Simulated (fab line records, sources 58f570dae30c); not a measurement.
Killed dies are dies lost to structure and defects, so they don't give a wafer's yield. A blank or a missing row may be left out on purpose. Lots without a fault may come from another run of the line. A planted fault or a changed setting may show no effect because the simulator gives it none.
A struck lot beside a sound one | flow berkeley_cmos170 | 14 steps out of a route of 331
Sound: wafers L686.1, L686.2, L686.4. Struck: wafers L693.3, L693.4, L693.5. The cause comes at the end.
At each step with rows: each side's tool, then ch and its chambers, then its first start. Under that, the readings that differ: sound wafers | struck wafers | difference of the means | sigmas: that difference in standard deviations of wafers without a fault.
alike: readings whose means differ by less than 2 such deviations, and words and numbers that are the same on both sides. not compared: withheld readings, readings that some wafer has no value for, bounds like >300 that may hide the same value, and numbers for which the record gives no deviation and whose values overlap.
The two part at a step that has a row with sigmas, a row that says differs or no value, or rows on one side only. Numbers that don't overlap but have no deviation are shown without sigmas and don't part them. A reading that every wafer of one side lacks parts them only if that side has two wafers or more.

UCB170_M3_RS_MEAS_02: measures by four-point-probe.
  sound on film_metro-04, day 10 14:02; struck on film_metro-04, day 11 06:33
  alike: M3_AL_RS
UCB170_M3_THK_MEAS_03: measures by xrf.
  sound on film_metro-04, day 10 14:09; struck on film_metro-04, day 11 06:39
  alike: M3_AL_THK
then, 3 steps without rows for these wafers: UCB170_M3_HMDS_04 (prime time 60 s); UCB170_M3_COAT_05 (resist thk 900 nm); UCB170_M3_SOFTBAKE_06 (time 60 s).
UCB170_M3_STRIP_07: strips in O2.
  sound on plasma_asher-01 ch 0,1, day 10 15:35; struck on plasma_asher-01 ch 0,1, day 11 07:10
  alike: drypump_motor_current_A, oes_product_au, strip_time_to_endpoint_s
  not compared: rf_hours_counter_h
then, 6 steps without rows for these wafers: UCB170_M3_STRIP_08 (strips KrF in DMSO, time 600 s); UCB170_M3_COAT_09; UCB170_M3_COAT_10 (resist thk 900 nm); UCB170_M3_SOFTBAKE_11 (time 60 s); UCB170_M3_EXPOSE_12 (exposes mask METAL3, target cd 700 nm); UCB170_M3_PEB_13.
UCB170_M3_DEVELOP_14: develop time 45 s.
  sound on litho_track-03 ch 0, day 10 18:00; struck on litho_track-03, day 11 08:00
  no value came back on the struck wafers for chill_plate_temp_C (C), develop_time_s (s), resist_line_temp_C (C); on the sound wafers chill_plate_temp_C (C) reads 23.14 23.09 23.06
  reading                             | sound             | struck            | difference | sigmas
  model.KrF_of_M3_COAT_10.thk_nm (nm) | 883.9 886.6 884.6 | 900.1 900.6 897.5 | +14.4      |
UCB170_M3_CD_MEAS_15: target cd 700 nm.
  sound on cd_sem-01, day 10 18:23; struck on cd_sem-01, day 11 08:41
  reading    | sound             | struck | difference                    | sigmas
  cd_nm (nm) | 700.5 701.9 699.5 | - - -  | no value on the struck wafers |

WHERE THEY PART
First at UCB170_M3_DEVELOP_14; last, within this record, at UCB170_M3_CD_MEAS_15.

WHY: what the simulator had put in
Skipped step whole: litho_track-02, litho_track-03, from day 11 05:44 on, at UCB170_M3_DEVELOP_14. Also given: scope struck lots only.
